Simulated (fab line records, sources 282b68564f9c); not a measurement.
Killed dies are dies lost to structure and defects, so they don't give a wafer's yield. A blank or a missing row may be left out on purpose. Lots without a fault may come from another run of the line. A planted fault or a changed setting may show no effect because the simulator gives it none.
fab line records | flow rit_cmos
record lots=7 wafers=21 last_day=7
route steps=202 shown PSD@144 SDANNEAL@153 M1@202
lots that met no fault: from a run of the same line without faults
start_h: hours from the record's first day to the start of the lot's first wafer shown | wait_h: hours since the lot's step before | " the same as in the row above | L1.1+2: a row that stands for several wafers | - no value, or no start given | * or withheld: withheld | < > ~ a bound
route shown NAME@n: a module of which the file shows steps, and the number in the route of the first | usual: mean/standard deviation of fault-free wafers | same: alike in all rows | chamber/n: place in a boat | sites: the reading at each site | _std_site: their standard deviation | _edge_site: outer sites' mean less inner sites' | radius_mm: how far each site lies from the wafer's centre | mask NAME#n: copy n | behind: the tool/chamber that last shaped the wafer | hold: why the lot was held/for how many hours/how that ended | device: the transistor (n, p or np) that didn't switch | end of line: the same wafers' tests at the end of the route | a step without rows: its recipe alone | killed: dies lost to structure and defects at the first sort, not the wafer's yield | map: a wafer's dies, x killed, . not, _ none there
set.NAME: the setting as run; set.NAME@STEP: as run at that earlier step | model.NAME: the simulator's own value behind a step, which no gauge read
lots at some steps of the route; a table a step, a row a wafer
services: from which hour (start_h, from the record's first day; less than 0 if before it) a tool's chamber was out of use, for how many hours, and why
## steps
# step RIT_PSD_SOFTBAKE_02
# recipe resist=NOVOLAK temp_c=90 time_s=60
# step RIT_PSD_EXPOSE_03
# recipe mask_id=M10 na=0.57 target_cd_nm=40900 dose_mj=250
# step RIT_PSD_PEB_04
# recipe resist=NOVOLAK temp_c=withheld time_s=withheld
# step RIT_PSD_DEVELOP_05
# recipe resist=NOVOLAK develop_time_s=50 dev_temp_c=23
# step RIT_PSD_OVL_MEAS_06
# usual PSD_OVL=-0.4/1.7
# columns lot.wafer tool chamber start_h wait_h PSD_OVL[nm]
L200.1 overlay-01 - 49.29 - 3.1
L200.2 " - " " 4.1
L200.6 " - " " 1.2
L211.1 overlay-01 - 104.39 - 2.4
L211.3 " - " " 2.1
L211.4 " - " " 1.4
L216.1 overlay-01 - 132.80 - -1.0
L216.5 " - " " 0.9
L216.6 " - " " 1.2
L217.2 overlay-02 - 134.14 - 0.0
L217.4 " - " " -2.6
L217.6 " - " " -1.0
L219.3 overlay-02 - 144.60 - -3.4
L219.5 " - " " -5.2
L219.6 " - " " -4.5
L221.1 overlay-02 - 153.51 - 0.8
L221.2 " - " " 1.5
L221.3 " - " " 0.7
L222.1 overlay-02 - 158.88 - -0.9
L222.2 " - " " -1.3
L222.3 " - " " -0.7
# step RIT_PSD_HARDBAKE_07
# recipe resist=NOVOLAK temp_c=140 time_s=60
# step RIT_PSD_IMPLANT_08
# recipe species=BF2 energy_kev=27 dose_cm2=5e+15 tilt_deg=7
# step RIT_PSD_STRIP_09
# recipe chemistry=O2 time_s=180 resist=NOVOLAK platen_temp_c=withheld power_w=500 pressure_mtorr=4000 o2_flow_sccm=4000
# usual drypump_motor_current_A=6.1/0.57
# columns lot.wafer tool chamber start_h wait_h drypump_motor_current_A rf_hours_counter_h
L200.1 plasma_asher-04 0 49.62 0.1 5.9 26
L200.2 " 1 " " 6.6 26
L200.6 " 1 " " 6.6 -
L211.1 plasma_asher-02 0 104.73 0.1 6.8 43
L211.3 " 0 " " 6.7 -
L211.4 " 1 " " 4.9 -
L216.1 plasma_asher-04 0 133.14 0.1 5.9 34
L216.5 " 1 " " 6.6 -
L216.6 " 0 " " 5.9 -
L217.2 plasma_asher-01 1 134.47 0.1 6.0 48
L217.4 " 0 " " 6.1 -
L217.6 " 1 " " 6.0 -
L219.3 plasma_asher-04 0 144.98 0.1 5.9 -
L219.5 " 0 " " 5.9 -
L219.6 " 1 " " 6.6 -
L221.1 plasma_asher-02 1 153.84 0.1 4.9 48
L221.2 " 0 " " 6.8 48
L221.3 " 0 " " 6.8 -
L222.1 plasma_asher-04 0 159.21 0.1 5.9 37
L222.2 " 1 " " 6.6 37
L222.3 " 0 " " 5.9 -
# step RIT_PSD_TW_MEAS_10
# usual PSD_TW=3423/28
# columns lot.wafer tool chamber start_h wait_h PSD_TW
L200.1 film_metro-02 - 49.80 0.1 3388
L200.2 " - " " 3391
L200.6 " - " " 3411
L211.1 film_metro-02 - 104.91 0.1 3412
L211.3 " - " " 3416
L211.4 " - " " 3419
L216.1 film_metro-02 - 133.32 0.1 3413
L216.5 " - " " 3399
L216.6 " - " " 3416
L217.2 film_metro-02 - 134.65 0.1 3415
L217.4 " - " " 3398
L217.6 " - " " 3413
L219.3 film_metro-01 - 145.12 0.1 3449
L219.5 " - " " 3462
L219.6 " - " " 3471
L221.1 film_metro-01 - 154.02 0.1 3457
L221.2 " - " " 3440
L221.3 " - " " 3455
L222.1 film_metro-01 - 159.39 0.1 3471
L222.2 " - " " 3442
L222.3 " - " " 3455
# step RIT_SDANNEAL_CLEAN_00
# recipe chemistry=SC1 mix=3:3:50 time_s=600 temp_c=75
# step RIT_SDANNEAL_CLEAN_01
# recipe chemistry=dHF dilution=50:1 time_s=30
# step RIT_SDANNEAL_CLEAN_02
# recipe chemistry=SC2 mix=3:3:50 time_s=600 temp_c=75 dry=n2_spin
# step RIT_SDANNEAL_RTA_03
# recipe temp_c=1050 time_s=5 idle_temp_c=600 ramp_up_c_per_s=342 ramp_down_c_per_s=171 cool_to_c=600 ambient=N2
# usual wafer_temp_C_max=1053.5/1.1
# columns lot.wafer tool chamber start_h wait_h wafer_temp_C_max
L200.1 rtp_anneal-02 0 50.23 0.0 1052.6
L200.2 " 0 " " 1052.2
L200.6 " 0 " " 1054.9
L211.1 rtp_anneal-01 0 105.33 0.0 1052.6
L211.3 " 0 " " 1054.0
L211.4 " 0 " " 1054.2
L216.1 rtp_anneal-01 0 133.74 0.0 1052.2
L216.5 " 0 " " 1052.8
L216.6 " 0 " " 1053.3
L217.2 rtp_anneal-02 0 135.08 0.0 1014.6
L217.4 " 0 " " 1012.3
L217.6 " 0 " " 1014.9
L219.3 rtp_anneal-02 0 145.61 0.0 1012.9
L219.5 " 0 " " 1012.4
L219.6 " 0 " " 1012.8
L221.1 rtp_anneal-02 0 154.45 0.0 1012.7
L221.2 " 0 " " 1013.9
L221.3 " 0 " " 1014.5
L222.1 rtp_anneal-01 0 159.82 0.0 1051.9
L222.2 " 0 " " 1054.7
L222.3 " 0 " " 1054.0
# step RIT_SDANNEAL_RS_MEAS_04
# recipe thk_meas_gauge=four-point-probe
# usual PSD_RS=115.88/0.29
# columns lot.wafer tool chamber start_h wait_h hold PSD_RS[ohm/sq]
L200.1 film_metro-03 - 50.28 0.0 - 115.80
L200.2 " - " " - 115.88
L200.6 " - " " - 115.64
L211.1 film_metro-03 - 105.39 0.0 - 116.03
L211.3 " - " " - 116.08
L211.4 " - " " - 115.72
L216.1 film_metro-01 - 133.80 0.0 - 116.62
L216.5 " - " " - 116.18
L216.6 " - " " - 116.50
L217.2 film_metro-01 - 135.15 0.1 await_dispo/0.2h/release 144.53
L217.4 " - " " await_dispo/0.2h/release 144.54
L217.6 " - " " await_dispo/0.2h/release 144.82
L217.2 film_metro-01 - 135.51 0.3 - 144.32
L217.4 " - " " - 144.34
L217.6 " - " " - 144.53
L219.3 film_metro-03 - 145.69 0.1 await_dispo/0.2h/release 144.34
L219.5 " - " " await_dispo/0.2h/release 144.55
L219.6 " - " " await_dispo/0.2h/release 143.96
L219.3 film_metro-03 - 146.05 0.3 - 144.18
L219.5 " - " " - 144.24
L219.6 " - " " - 144.08
L221.1 film_metro-02 - 154.51 0.0 await_dispo/0.2h/release 144.20
L221.2 " - " " await_dispo/0.2h/release 144.30
L221.3 " - " " await_dispo/0.2h/release 144.31
L221.1 film_metro-02 - 154.87 0.3 - 144.05
L221.2 " - " " - 144.46
L221.3 " - " " - 144.57
L222.1 film_metro-02 - 159.88 0.0 - 116.05
L222.2 " - " " - 116.28
L222.3 " - " " - 116.26
# step RIT_M1_PROBE_99
# usual defect_limited_yield=97.5/1.1 killed_at_contacts=0.1/0.28 killed_at_front_end=6.5/3 killed_dies=7/3 killed_open=3.2/2 killed_short=3.2/1.9 sort_bin_3_pad_short=0.1/0.2 sort_bin_5_function=1.4/0.81 sort_bin_6_memory=1.0/0.67 sort_n_pass=257/3 sort_yield_pct=97.5/1.1
# same gross_dies=264 killed_at_M0_to_M3=0 killed_at_M4_up=0 killed_at_back_side=0 killed_at_other=0
# columns lot.wafer tool chamber start_h wait_h defect_limited_yield[%] killed_at_contacts killed_at_front_end killed_dies killed_open killed_short sort_bin_3_pad_short[%] sort_bin_5_function[%] sort_bin_6_memory[%] sort_n_pass sort_yield_pct[%]
L200.1 prober-01 - 58.82 0.1 98.5 0 4 4 3 1 0 0.8 0.8 260 98.5
L200.2 prober-01 - 58.87 0.1 97.7 0 6 6 2 4 0 1.5 0.8 258 97.7
L200.6 prober-01 - 59.07 0.2 97.3 0 7 7 3 4 0.4 1.1 1.1 257 97.3
L211.1 prober-02 - 112.85 0.1 97.7 0 6 6 4 2 0 1.1 1.1 258 97.7
L211.3 prober-02 - 112.95 0.2 95.8 0 11 11 9 2 0.4 0.8 3.0 253 95.8
L211.4 prober-02 - 113.00 0.2 96.6 1 8 9 7 2 0 2.7 0.8 255 96.6
L216.1 prober-01 - 141.18 0.1 96.6 0 9 9 7 2 0 2.7 0.8 255 96.6
L216.5 prober-01 - 141.38 0.2 95.1 0 13 13 7 6 0.8 1.1 3.0 251 95.1
L216.6 prober-01 - 141.43 0.2 98.1 0 5 5 2 3 0 1.1 0.8 259 98.1
L222.1 prober-01 - 167.38 0.1 97.0 0 8 8 4 3 0 1.1 1.9 256 97.0
L222.2 prober-01 - 167.43 0.1 95.5 0 12 12 5 6 0 3.4 1.1 252 95.5
L222.3 prober-01 - 167.48 0.2 97.7 0 6 6 2 4 0.4 1.5 0.4 258 97.7
# killed by level:class
L200.1 SILICIDE:geometric_particle:open=2 REOX:geometric_particle:short=1 SPACER:geometric_particle:open=1
L200.2 SILICIDE:geometric_particle:short=2 FOX1:geometric_particle:short=1 GATE:geometric_particle:short=1 SPACER:geometric_particle:open=1 SILICIDE:geometric_particle:open=1
L200.6 FOX2:geometric_particle:short=3 FOX1:geometric_particle:open=1 FOX1:geometric_particle:short=1 FOX2:geometric_particle:open=1 GATE:geometric_particle:open=1
L211.1 GATE:geometric_particle:open=3 FOX2:geometric_particle:short=1 REOX:geometric_particle:short=1 SILICIDE:geometric_particle:open=1
L211.3 GATE:geometric_particle:open=5 REOX:geometric_particle:open=2 FOX1:geometric_particle:open=1 GATE:geometric_particle:short=1 SPACER:geometric_particle:open=1 SILICIDE:geometric_particle:short=1
L211.4 SPACER:geometric_particle:open=2 SILICIDE:geometric_particle:open=2 FOX1:geometric_particle:short=1 FOX1:geometric_particle:open=1 GATE:geometric_particle:short=1 GATE:geometric_particle:open=1 CONTACT:geometric_particle:open=1
L216.1 GATE:geometric_particle:open=3 FOX1:geometric_particle:open=2 REOX:geometric_particle:open=2 GATE:geometric_particle:short=1 REOX:geometric_particle:short=1
L216.5 GATE:geometric_particle:open=3 GATE:geometric_particle:short=3 FOX1:geometric_particle:open=2 FOX1:geometric_particle:short=1 REOX:geometric_particle:short=1 REOX:geometric_particle:open=1 SPACER:geometric_particle:open=1 SILICIDE:geometric_particle:short=1
L216.6 FOX1:geometric_particle:short=1 GATE:geometric_particle:short=1 REOX:geometric_particle:open=1 SILICIDE:geometric_particle:open=1 SILICIDE:geometric_particle:short=1
L222.1 GATE:geometric_particle:short=2 GATE:geometric_particle:open=2 FOX1:geometric_particle:open=1 FOX2:geometric_particle:short=1 SILICIDE:geometric_particle:open=1 ACTIVE:coat_microbubble_printed=1
L222.2 GATE:geometric_particle:short=4 GATE:geometric_particle:open=3 REOX:geometric_particle:short=2 FOX1:geometric_particle:open=1 SILICIDE:geometric_particle:open=1 ACTIVE:coat_microbubble_printed=1
L222.3 GATE:geometric_particle:open=2 FOX1:geometric_particle:short=1 FOX2:geometric_particle:short=1 GATE:geometric_particle:short=1 SPACER:geometric_particle:short=1
## services
# columns tool chamber start_h hours kind
plasma_asher-02 - 50.39 3.1 repair
plasma_asher-04 - 78.37 17.6 repair
rtp_anneal-02 - 107.59 4.7 pm
plasma_asher-02 - 111.69 0.8 repair
plasma_asher-01 - 122.12 4.2 pm
## key
first_sign step=RIT_SDANNEAL_RTA_03 reading=wafer_temp_C_max direction=down sigmas=35 usual=* struck=*
effect step=RIT_SDANNEAL_RS_MEAS_04 reading=visit direction=added
effect step=RIT_SDANNEAL_RS_MEAS_04 reading=PSD_RS direction=up sigmas=98 usual=115.88 struck=144.40
met_at RIT_SDANNEAL_RTA_03
struck_wafers L217.2,L217.4,L217.6,L219.3,L219.5,L219.6,L221.1,L221.2,L221.3
scrapped_behind RIT_SDANNEAL_RS_MEAS_04 L217.2,L217.4,L217.6,L219.3,L219.5,L219.6,L221.1,L221.2,L221.3
onset_between 50.23 135.08
fault kind=process_parameter_drift tool=rtp_anneal-02 chamber=- onset_h=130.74 steps=RIT_SDANNEAL_RTA_03 channel=temp_c offset=* shape=step end_h=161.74 acts_in=* stated=*
